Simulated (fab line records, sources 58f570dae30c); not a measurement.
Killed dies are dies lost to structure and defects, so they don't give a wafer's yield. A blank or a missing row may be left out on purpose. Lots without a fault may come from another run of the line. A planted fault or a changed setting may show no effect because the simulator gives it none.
Problem report in the 8D (eight disciplines) form, filled by code | flow berkeley_cmos170 | the parts of the form that need people (team, actions taken, sign-off) are left out

1. THE PROBLEM
SPACER_TEOS_THK at UCB170_SPACER_THK_MEAS_01 reads a mean of 326 nm on 2 wafers of 2 lots; wafers without a fault read 375 nm with a standard deviation of 5.1. That is -9.7 standard deviations from the usual mean.
First seen on wafer L286.6, day 10 21:37, on film_metro-02. The record holds 42 wafers of 14 lots with a number at this step. Rule for "out", or "out of limits": more than 4 standard deviations from the usual mean. The other wafers with a number count as sound.

2. WHAT IT IS AND WHAT IT IS NOT
question                    | is                           | is not
which readings at this step | SPACER_TEOS_THK              | -
which lots                  | L286, L288                   | L274, L275, L276, L277, L278, L279, L280, L290, L292, L293, L294, L295
which wafers of those lots  | L286.6, L288.3               | L286.4, L286.5, L288.2, L288.4
read on which gauges        | film_metro-02, film_metro-03 | film_metro-04
when                        | from day 10 21:37            | up to then (23 sound wafers); but 17 sound wafers of L288, L290, L292, L293, L294, L295 came after

3. SUSPECTS, AND WHAT RULES EACH OUT
Counting: a tool at a process step up to the reading stays a suspect if it ran every lot that is out. Sound lots after the first of them don't rule it out here, since some wafers of a struck lot are sound.
- the gauge at UCB170_SPACER_THK_MEAS_01: ruled out. The wafers that are out were read on 2 gauges (film_metro-02, film_metro-03).
- pecvd-03 at UCB170_SPACER_CVD_00 (deposits SiO2 from TEOS/O2, target thk 376 nm, time 47 s): kept. It ran every lot that is out, first L286 (day 10 21:34); its last sound lot up to then is L280 (day 8 23:04).
- Within pecvd-03 at UCB170_SPACER_CVD_00: the wafers that are out ran in chamber 2; their sound lot-mates ran in chambers 0, 1.
Left after counting: pecvd-03 at UCB170_SPACER_CVD_00.

4. THE CAUSE (what the simulator had put in)
Process parameter drift: pecvd-03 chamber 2, from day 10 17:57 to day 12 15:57, at UCB170_SPACER_CVD_00. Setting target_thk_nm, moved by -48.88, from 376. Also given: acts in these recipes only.
Counting left only this tool.

5. THE CHAIN OF EFFECTS, in route order
Each row: a reading whose mean over the struck wafers that have a number lies more than 3 standard deviations from the usual. Only readings for which the record gives a usual standard deviation are gone through. hours: the time from each lot's start at the first step in this table that gives one to its start at this step, as a median over the lots. sigmas: the change in usual standard deviations.
hours | step                      | reading         | usual      | on struck wafers | change | sigmas
0     | UCB170_SPACER_THK_MEAS_01 | SPACER_TEOS_THK | 375 nm     | 326              | -50    | -9.7
6     | UCB170_SPACER_ETCHBACK_03 | oes_product_au  | 0.899 a.u. | 0.808            | -0.091 | -6.5
The process steps in it:
- UCB170_SPACER_ETCHBACK_03: etches SiO2 in CHF3/CF4/Ar, stops on Si, target depth 376 nm, time 100 s.
Later measuring or inspecting steps at which every struck wafer that the step has a row for has a number for every such reading, and none has moved that far: UCB170_NSD_CD_MEAS_06, UCB170_CONTACT_THK_MEAS_02.

6. WHAT WOULD HAVE CAUGHT IT SOONER
In this record the first reading out of limits at a measuring or inspecting step was taken at day 10 21:37, 4 hours after the fault began at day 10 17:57.
Of the tool readings at UCB170_SPACER_CVD_00 for which the record gives a usual standard deviation, none was out on any struck wafer, so an alarm limit of 4 standard deviations on them would not have fired.
Of the lots that are out (2), L288 began UCB170_SPACER_CVD_00 on pecvd-03 after day 10 21:37. A hold on the tool at that time would have spared it.
